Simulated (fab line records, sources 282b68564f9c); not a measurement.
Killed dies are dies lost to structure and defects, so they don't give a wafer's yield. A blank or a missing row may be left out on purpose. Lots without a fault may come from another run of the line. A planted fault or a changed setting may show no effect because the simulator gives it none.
A struck lot beside a sound one | flow rit_cmos | 44 steps out of a route of 202
Sound: wafers L834.1, L834.2, L834.4. Struck: wafers L847.2, L847.3, L847.4. The cause comes at the end.
At each step with rows: each side's tool, then ch and its chambers, then its first start. Under that, the readings that differ: sound wafers | struck wafers | difference of the means | sigmas: that difference in standard deviations of wafers without a fault.
alike: readings whose means differ by less than 2 such deviations, and words and numbers that are the same on both sides. not compared: withheld readings, readings that some wafer has no value for, bounds like >300 that may hide the same value, and numbers for which the record gives no deviation and whose values overlap.
The two part at a step that has a row with sigmas, a row that says differs or no value, or rows on one side only. Numbers that don't overlap but have no deviation are shown without sigmas and don't part them. A reading that every wafer of one side lacks parts them only if that side has two wafers or more.

first, 2 steps without rows for these wafers: RIT_NLDD_HARDBAKE_07 (time 60 s); RIT_NLDD_IMPLANT_08.
RIT_NLDD_STRIP_09: strips in O2, time 180 s.
  sound on plasma_asher-03 ch 0,1, day 4 13:35; struck on plasma_asher-02 ch 0,1, day 7 03:54
  alike: drypump_motor_current_A, o2_flow_sccm
  not compared: rf_hours_counter_h
RIT_NLDD_TW_MEAS_10:
  sound on film_metro-01, day 4 13:46; struck on film_metro-01, day 7 04:05
  alike: NLDD_TW
then, 6 steps without rows for these wafers: RIT_PLDD_HMDS_00 (prime time 60 s); RIT_PLDD_COAT_01 (resist thk 1000 nm); RIT_PLDD_SOFTBAKE_02 (time 60 s); RIT_PLDD_EXPOSE_03 (exposes mask M8, target cd 40900 nm); RIT_PLDD_PEB_04; RIT_PLDD_DEVELOP_05 (develop time 50 s).
RIT_PLDD_OVL_MEAS_06:
  sound on overlay-02, day 4 14:48; struck on overlay-02, day 7 04:59
  alike: PLDD_OVL
then, 1 step without rows for these wafers: RIT_PLDD_HARDBAKE_07 (time 60 s).
RIT_PLDD_IMPLANT_08:
  sound on implanter-03 ch 0, day 4 14:59; struck on implanter-03 ch 0, day 7 05:13
  reading            | sound             | struck            | difference | sigmas
  tilt_deg (degrees) | 7.002 7.004 7.004 | 7.045 7.062 7.047 | +0.048     | +2
RIT_PLDD_STRIP_09: strips in O2, time 180 s.
  sound on plasma_asher-01 ch 0,1, day 4 15:08; struck on plasma_asher-03 ch 0,1, day 7 05:20
  alike: drypump_motor_current_A, o2_flow_sccm
  not compared: rf_hours_counter_h
RIT_PLDD_TW_MEAS_10:
  sound on film_metro-04, day 4 15:19; struck on film_metro-02, day 7 05:31
  reading | sound          | struck         | difference | sigmas
  PLDD_TW | 2354 2366 2366 | 2298 2293 2291 | -68        | -4
then, 4 steps without rows for these wafers: RIT_SPACER_CLEAN_00 (cleans in SC1, time 600 s); RIT_SPACER_CLEAN_01 (cleans in dHF, time 30 s); RIT_SPACER_CLEAN_02 (cleans in SC2, time 600 s); RIT_SPACER_CVD_03 (deposits Si3N4 from SiH2Cl2/NH3, target thk 250 nm, time 3232 s).
RIT_SPACER_THK_MEAS_04:
  sound on film_metro-01, day 4 17:39; struck on film_metro-03, day 7 07:52
  alike: SPACER_NITRIDE_THK
RIT_SPACER_ETCHBACK_05: etches Si3N4 in SF6/CHF3, stops on SiO2, target depth 250 nm, time 240 s.
  sound on rie_diel-03 ch 0,3, day 4 17:43; struck on rie_diel-03 ch 0,2,3, day 7 07:55
  alike: CHF3_flow_sccm, drypump_motor_current_A, oes_product_au, throttle_valve_pct
  not compared: rf_hours_counter_h
then, 6 steps without rows for these wafers: RIT_NSD_HMDS_00 (prime time 60 s); RIT_NSD_COAT_01 (resist thk 1000 nm); RIT_NSD_SOFTBAKE_02 (time 60 s); RIT_NSD_EXPOSE_03 (exposes mask M9, target cd 40700 nm); RIT_NSD_PEB_04; RIT_NSD_DEVELOP_05 (develop time 50 s).
RIT_NSD_OVL_MEAS_06:
  sound on overlay-02, day 4 18:50; struck on overlay-02, day 7 09:21
  alike: NSD_OVL
then, 2 steps without rows for these wafers: RIT_NSD_HARDBAKE_07 (time 60 s); RIT_NSD_IMPLANT_08.
RIT_NSD_STRIP_09: strips in O2, time 180 s.
  sound on plasma_asher-01 ch 0,1, day 4 19:11; struck on plasma_asher-03 ch 0,1, day 7 09:53
  alike: drypump_motor_current_A, o2_flow_sccm
  not compared: rf_hours_counter_h
RIT_NSD_TW_MEAS_10:
  sound on film_metro-01, day 4 19:21; struck on film_metro-01, day 7 10:05
  alike: NSD_TW
then, 6 steps without rows for these wafers: RIT_PSD_HMDS_00 (prime time 60 s); RIT_PSD_COAT_01 (resist thk 1000 nm); RIT_PSD_SOFTBAKE_02 (time 60 s); RIT_PSD_EXPOSE_03 (exposes mask M10, target cd 40900 nm); RIT_PSD_PEB_04; RIT_PSD_DEVELOP_05 (develop time 50 s).
RIT_PSD_OVL_MEAS_06:
  sound on overlay-02, day 4 20:33; struck on overlay-01, day 7 11:07
  alike: PSD_OVL
then, 2 steps without rows for these wafers: RIT_PSD_HARDBAKE_07 (time 60 s); RIT_PSD_IMPLANT_08.
RIT_PSD_STRIP_09: strips in O2, time 180 s.
  sound on plasma_asher-01 ch 0,1, day 4 20:53; struck on plasma_asher-01 ch 0,1, day 7 11:26
  alike: drypump_motor_current_A, o2_flow_sccm
  not compared: rf_hours_counter_h
RIT_SDANNEAL_RS_MEAS_06: measures by four-point-probe.
  sound on film_metro-04, day 4 21:47; struck on film_metro-01, day 7 12:23
  reading          | sound             | struck            | difference | sigmas
  PLDD_RS (ohm/sq) | 178.8 178.7 178.4 | 183.1 182.6 183.4 | +4.4       | +8
RIT_M1_PROBE_99:
  sound on prober-02, day 5 07:06; struck on prober-01, day 7 19:32
  reading                                    | sound                      | struck                  | difference | sigmas
  model.etest.pldd.rs_ohm_sq_range           | 12.12 9.324 6.228          | 43.19 40.87 41.11       | +32.50     |
  model.etest.pldd.rs_ohm_sq_rim_less_centre | 5.448 -2.24 -2.26          | -15.75 -22.77 -23.6     | -21.02     |
  model.etest.pmos_0p15.drive_ua_um_range    | 4.781 4.147 4.758          | 12.27 10.58 9.168       | +6.11      |
  model.etest.pmos_0p15.vt_v_range           | 0.009738 0.004107 0.006545 | 0.01026 0.01342 0.01594 | +0.00641   |
  alike: killed_at_contacts, killed_at_front_end, killed_dies, killed_open, killed_short

WHERE THEY PART
First at RIT_PLDD_IMPLANT_08; last, within this record, at RIT_SDANNEAL_RS_MEAS_06. Later steps at which nothing parts them and some readings are alike: RIT_M1_PROBE_99.

WHY: what the simulator had put in
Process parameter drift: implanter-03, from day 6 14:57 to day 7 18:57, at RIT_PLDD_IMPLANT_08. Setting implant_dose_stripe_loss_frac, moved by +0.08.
